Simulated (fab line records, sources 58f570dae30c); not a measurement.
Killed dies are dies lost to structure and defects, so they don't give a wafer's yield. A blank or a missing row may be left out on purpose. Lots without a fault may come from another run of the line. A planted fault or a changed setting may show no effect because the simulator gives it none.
Which tool did it? | flow berkeley_cmos170 | 14 lots, 42 wafers sampled, at 5 steps of a route of 331

WHAT THE GAUGES READ, wafer by wafer
UCB170_M2_RS_MEAS_02: measures by four-point-probe. Usual: M2_AL_RS 0.0322 ohm/sq, standard deviation 0.00031.
lot  | measured     | on            | M2_AL_RS (ohm/sq)    | flag
L949 | day 8 11:14  | film_metro-02 | 0.0320 0.0321 0.0321 |
L948 | day 8 13:49  | film_metro-02 | 0.0327 0.0325 0.0321 |
L947 | day 8 13:23  | film_metro-01 | 0.0320 0.0324 0.0324 |
L950 | day 9 02:26  | film_metro-02 | 0.0320 0.0322 0.0324 |
L952 | day 9 04:40  | film_metro-04 | 0.0323 0.0321 0.0322 |
L951 | day 9 05:44  | film_metro-02 | 0.0322 0.0321 0.0318 |
L953 | day 9 11:35  | film_metro-02 | 0.0320 0.0322 0.0321 |
L960 | day 10 23:28 | film_metro-04 | 0.0352 0.0356 0.0351 | OFF
L961 | day 11 12:46 | film_metro-01 | 0.0322 0.0326 0.0325 |
L962 | day 12 02:46 | film_metro-01 | 0.0360 0.0357 0.0352 | OFF
L965 | day 12 09:11 | film_metro-04 | 0.0321 0.0319 0.0323 |
L964 | day 12 11:35 | film_metro-01 | 0.0322 0.0325 0.0326 |
L967 | day 13 02:24 | film_metro-01 | 0.0323 0.0322 0.0324 |
L969 | day 13 05:13 | film_metro-01 | 0.0322 0.0323 0.0320 |

UCB170_M2_THK_MEAS_03: measures by xrf. Usual: M2_AL_THK 883 nm, standard deviation 8.3.
lot  | measured     | on            | M2_AL_THK (nm) | flag
L949 | day 8 11:21  | film_metro-02 | 891 884 887    |
L948 | day 8 13:55  | film_metro-02 | 870 879 891    |
L947 | day 8 13:30  | film_metro-01 | 883 875 874    |
L950 | day 9 02:34  | film_metro-02 | 886 886 877    |
L952 | day 9 04:46  | film_metro-04 | 880 883 885    |
L951 | day 9 05:50  | film_metro-02 | 881 877 893    |
L953 | day 9 11:42  | film_metro-02 | 885 887 887    |
L960 | day 10 23:33 | film_metro-04 | 794 793 813    | OFF
L961 | day 11 12:53 | film_metro-01 | 880 879 873    |
L962 | day 12 02:53 | film_metro-01 | 796 800 811    | OFF
L965 | day 12 09:18 | film_metro-04 | 884 890 876    |
L964 | day 12 11:42 | film_metro-01 | 887 879 876    |
L967 | day 13 02:31 | film_metro-01 | 884 880 878    |
L969 | day 13 05:20 | film_metro-01 | 882 875 886    |

UCB170_M2_CD_MEAS_15: target cd 700 nm. Usual: cd_nm 699.7 nm, standard deviation 1.6.
lot  | measured     | on        | cd_nm (nm)        | flag
L949 | day 8 13:24  | cd_sem-01 | 702.5 702.1 701.8 |
L948 | day 8 16:04  | cd_sem-01 | 704.6 705.2 704.4 | OFF
L947 | day 8 15:38  | cd_sem-01 | 702.6 701.2 701.8 |
L950 | day 9 04:19  | cd_sem-01 | 700.1 702.3 700.8 |
L952 | day 9 06:39  | cd_sem-02 | 699.4 699.9 700.5 |
L951 | day 9 07:58  | cd_sem-02 | 698.7 697.6 698.6 |
L953 | day 9 13:57  | cd_sem-01 | 700.6 699.4 699.2 |
L960 | day 11 01:29 | cd_sem-02 | 698.3 699.3 700.6 |
L961 | day 11 14:40 | cd_sem-01 | 697.9 699.0 697.9 |
L962 | day 12 07:20 | cd_sem-01 | 701.7 700.1 701.2 |
L965 | day 12 12:36 | cd_sem-01 | 699.6 698.3 697.6 |
L964 | day 12 14:34 | cd_sem-02 | 699.4 699.6 699.6 |
L967 | day 13 04:16 | cd_sem-01 | 701.4 701.7 702.4 |
L969 | day 13 09:11 | cd_sem-01 | 698.5 698.9 698.6 |

WHICH TOOL RAN EACH LOT (tool, then ch and the chambers of the sampled wafers, then the start)
lot  | UCB170_CONTACT_STRIP_19              | UCB170_M2_SPUTTER_01
L949 | plasma_asher-01 ch 0,1, day 8 04:01  | pvd_sputter-04, day 8 11:09
L948 | plasma_asher-03 ch 0,1, day 8 04:17  | pvd_sputter-02, day 8 13:43
L947 | plasma_asher-01 ch 0,1, day 8 05:18  | pvd_sputter-01, day 8 13:18
L950 | plasma_asher-03 ch 0,1, day 8 20:17  | pvd_sputter-01, day 9 02:22
L952 | plasma_asher-03 ch 0,1, day 8 21:13  | pvd_sputter-04, day 9 04:32
L951 | plasma_asher-02 ch 0,1, day 8 21:20  | pvd_sputter-02, day 9 05:37
L953 | plasma_asher-02 ch 0,1, day 9 03:35  | pvd_sputter-04, day 9 11:29
L960 | plasma_asher-02 ch 0,1, day 10 17:32 | pvd_sputter-01, day 10 23:19
L961 | plasma_asher-01 ch 0,1, day 11 05:04 | pvd_sputter-04, day 11 12:40
L962 | plasma_asher-01 ch 0,1, day 11 19:56 | pvd_sputter-01, day 12 02:41
L965 | plasma_asher-02 ch 0,1, day 12 02:11 | pvd_sputter-02, day 12 09:05
L964 | plasma_asher-03 ch 0,1, day 12 02:40 | pvd_sputter-04, day 12 11:29
L967 | plasma_asher-01 ch 0,1, day 12 20:16 | pvd_sputter-02, day 13 02:19
L969 | plasma_asher-02 ch 0,1, day 12 21:59 | pvd_sputter-04, day 13 05:08
- UCB170_CONTACT_STRIP_19: strips in O2.
- UCB170_M2_SPUTTER_01: material Al, target thk 900 nm, time 120 s.

WHAT THE TOOLS THEMSELVES READ (means of the sampled wafers that have a number; where no wafer has one, the mark that the record gives instead)
UCB170_CONTACT_STRIP_19. Usual: drypump_motor_current_A 5.7 A, standard deviation 0.6; oes_product_au 0.726 a.u., standard deviation 0.0042.
lot  | tool            | drypump_motor_current_A (A) | oes_product_au (a.u.) | flag
L949 | plasma_asher-01 | 5.4                         | 0.726                 |
L948 | plasma_asher-03 | 5.3                         | 0.728                 |
L947 | plasma_asher-01 | 5.4                         | 0.723                 |
L950 | plasma_asher-03 | 5.3                         | 0.724                 |
L952 | plasma_asher-03 | 5.3                         | 0.727                 |
L951 | plasma_asher-02 | 6.3                         | 0.727                 |
L953 | plasma_asher-02 | 6.2                         | 0.728                 |
L960 | plasma_asher-02 | 6.5                         | 0.730                 |
L961 | plasma_asher-01 | 5.2                         | 0.728                 |
L962 | plasma_asher-01 | 5.2                         | 0.726                 |
L965 | plasma_asher-02 | 6.5                         | 0.729                 |
L964 | plasma_asher-03 | 5.5                         | 0.725                 |
L967 | plasma_asher-01 | 5.2                         | 0.723                 |
L969 | plasma_asher-02 | 6.2                         | 0.724                 |

UCB170_M2_SPUTTER_01. Usual: chamber_pressure_pa 0.5000 Pa, standard deviation 0.001; throttle_valve_pct 30.1 %, standard deviation 1.1.
lot  | tool           | chamber_pressure_pa (Pa) | throttle_valve_pct (%) | flag
L949 | pvd_sputter-04 | 0.4995                   | 29.3                   |
L948 | pvd_sputter-02 | 0.5000                   | 31.3                   |
L947 | pvd_sputter-01 | 0.4993                   | 29.4                   |
L950 | pvd_sputter-01 | 0.4997                   | 29.8                   |
L952 | pvd_sputter-04 | 0.5006                   | 30.3                   |
L951 | pvd_sputter-02 | 0.4997                   | 31.7                   |
L953 | pvd_sputter-04 | 0.4999                   | 30.2                   |
L960 | pvd_sputter-01 | 0.6712                   | 26.0                   | OFF
L961 | pvd_sputter-04 | 0.5000                   | 30.0                   |
L962 | pvd_sputter-01 | 0.6712                   | 25.6                   | OFF
L965 | pvd_sputter-02 | 0.5007                   | 30.6                   |
L964 | pvd_sputter-04 | 0.5009                   | 30.3                   |
L967 | pvd_sputter-02 | 0.4991                   | 30.7                   |
L969 | pvd_sputter-04 | 0.4999                   | 29.6                   |

THE ANSWER, worked out from the rows above alone
Rule: a lot is off if the mean of its wafers that have a number lies more than 3 standard deviations from the usual mean. A lot without any number at a reading at which 4 lots or more have one is off too. The other lots that the step has rows for count as sound. The gauges are gone through in route order, then the tools' own readings, and for those a lot's mean is taken as printed above. The first step at which some lot is off is used, and at that step the reading that is off furthest; a lot without a number counts as furthest.
Off: L960, L962, at UCB170_M2_RS_MEAS_02 (M2_AL_RS).
A tool fits if, at a process step before that reading, it ran every lot that is off, and no sound lot after the first of them. The gauges at UCB170_M2_RS_MEAS_02 aren't tried: what is off there is off at UCB170_M2_SPUTTER_01 too, on other tools, and a gauge's error can't cause that. One fits: pvd_sputter-01 at UCB170_M2_SPUTTER_01. Its last sound lot is L950 (day 9 02:22), its first lot that is off L960 (day 10 23:19): a fault that began between those two fits.
The tool's own readings at UCB170_M2_SPUTTER_01 bear it out: on the lots that are off they differ by more than 5 times the standard deviation of the sound lots' means. chamber_pressure_pa reads 0.6712 Pa there against 0.4999 Pa on the sound lots; throttle_valve_pct reads 25.8 % there against 30.3 % on the sound lots.

WHAT THE SIMULATOR HAD PUT IN
Process parameter drift: pvd_sputter-01, from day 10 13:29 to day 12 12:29, at UCB170_M2_SPUTTER_01. Setting chamber_pressure_pa, moved by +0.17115, from 0.5. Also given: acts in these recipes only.
Lots struck among those shown: L960, L962. The rule above found the same.
